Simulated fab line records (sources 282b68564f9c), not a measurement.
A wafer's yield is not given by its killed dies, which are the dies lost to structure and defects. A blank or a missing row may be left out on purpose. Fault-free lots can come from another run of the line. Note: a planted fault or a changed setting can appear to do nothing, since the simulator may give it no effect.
The tool behind it: which one?    flow ritCmos    route of 202 steps, sampled at 1 step: 14 lots, 42 wafers

WHAT EACH GAUGE READ, for each wafer
The record holds no reading of a measuring or inspecting step that can be judged against a usual standard deviation.

EACH LOT AND THE TOOL THAT RAN IT (in order: tool; ch and the chambers of the sampled wafers; start)
lot   RIT_PWELL_STRIP_09
L151  plasmaAsher-03 ch 0,1, day 2 03:19
L152  plasmaAsher-03 ch 0,1, day 2 08:41
L154  plasmaAsher-04 ch 1, day 2 20:41
L156  plasmaAsher-03 ch 0,1, day 3 04:18
L157  plasmaAsher-04 ch 0,1, day 3 09:11
L160  plasmaAsher-03 ch 0,1, day 4 01:11
L161  plasmaAsher-03 ch 0,1, day 4 09:29
L167  plasmaAsher-01 ch 0,1, day 5 12:42
L168  plasmaAsher-04 ch 0,1, day 5 17:46
L169  plasmaAsher-03 ch 0,1, day 5 23:07
L170  plasmaAsher-04 ch 0,1, day 6 02:37
L171  plasmaAsher-04 ch 0,1, day 6 07:25
L172  plasmaAsher-04 ch 0,1, day 6 13:25
L173  plasmaAsher-03 ch 0,1, day 6 18:43
- RIT_PWELL_STRIP_09: strips in O2, time 180 s.

WHAT THE TOOLS THEMSELVES READ (means of the sampled wafers that have a number; where no wafer has one, the mark that the record gives instead)
RIT_PWELL_STRIP_09.
lot   tool            chamberPressureMTorr (mTorr)  drypumpMotorCurrentA (A)  o2FlowSccm (sccm)
L151  plasmaAsher-03  4000                          5.2                       4000
L152  plasmaAsher-03  4002                          5.4                       4010
L154  plasmaAsher-04  4000                          5.0                       4009
L156  plasmaAsher-03  4000                          5.4                       4007
L157  plasmaAsher-04  3996                          5.8                       4007
L160  plasmaAsher-03  -                             -                         -
L161  plasmaAsher-03  -                             -                         -
L167  plasmaAsher-01  4003                          5.1                       4001
L168  plasmaAsher-04  4001                          5.4                       3999
L169  plasmaAsher-03  3996                          5.2                       3999
L170  plasmaAsher-04  4002                          5.4                       4004
L171  plasmaAsher-04  4001                          5.7                       4009
L172  plasmaAsher-04  4001                          5.8                       3994
L173  plasmaAsher-03  3998                          5.4                       3990

THE ANSWER, worked out from the rows above alone
Rule: what is usual is taken from the lots themselves. Put in order of their means at a reading, lots are off if they are a third of the lots or fewer, leave a main group of 4 or more, and stand apart from it by a gap of 3 or more times the standard deviation of the main group's means; of several such gaps the widest counts. A main group whose means are all the same, to the digits that the tables above print for the reading, isn't used. A lot without any number at a reading at which 4 lots or more have one is off too. The other lots that the step has rows for count as sound. After the gauges, taken in route order, come the tools' own readings; for these a lot's mean is taken, as printed above. At the first step where some lot is off, the reading lying furthest off is the one used; lots without a number count as furthest.
Off, at RIT_PWELL_STRIP_09 on chamberPressureMTorr: L160, L161. Without a number there: L160, L161. For the main group the mean is 4000 mTorr and the standard deviation 2.2.
A tool fits if, at that step or a process step before it, it ran every lot that is off, and no sound lot after the first of them. Of those tried, none fits.

WHAT WAS PUT IN BY THE SIMULATOR
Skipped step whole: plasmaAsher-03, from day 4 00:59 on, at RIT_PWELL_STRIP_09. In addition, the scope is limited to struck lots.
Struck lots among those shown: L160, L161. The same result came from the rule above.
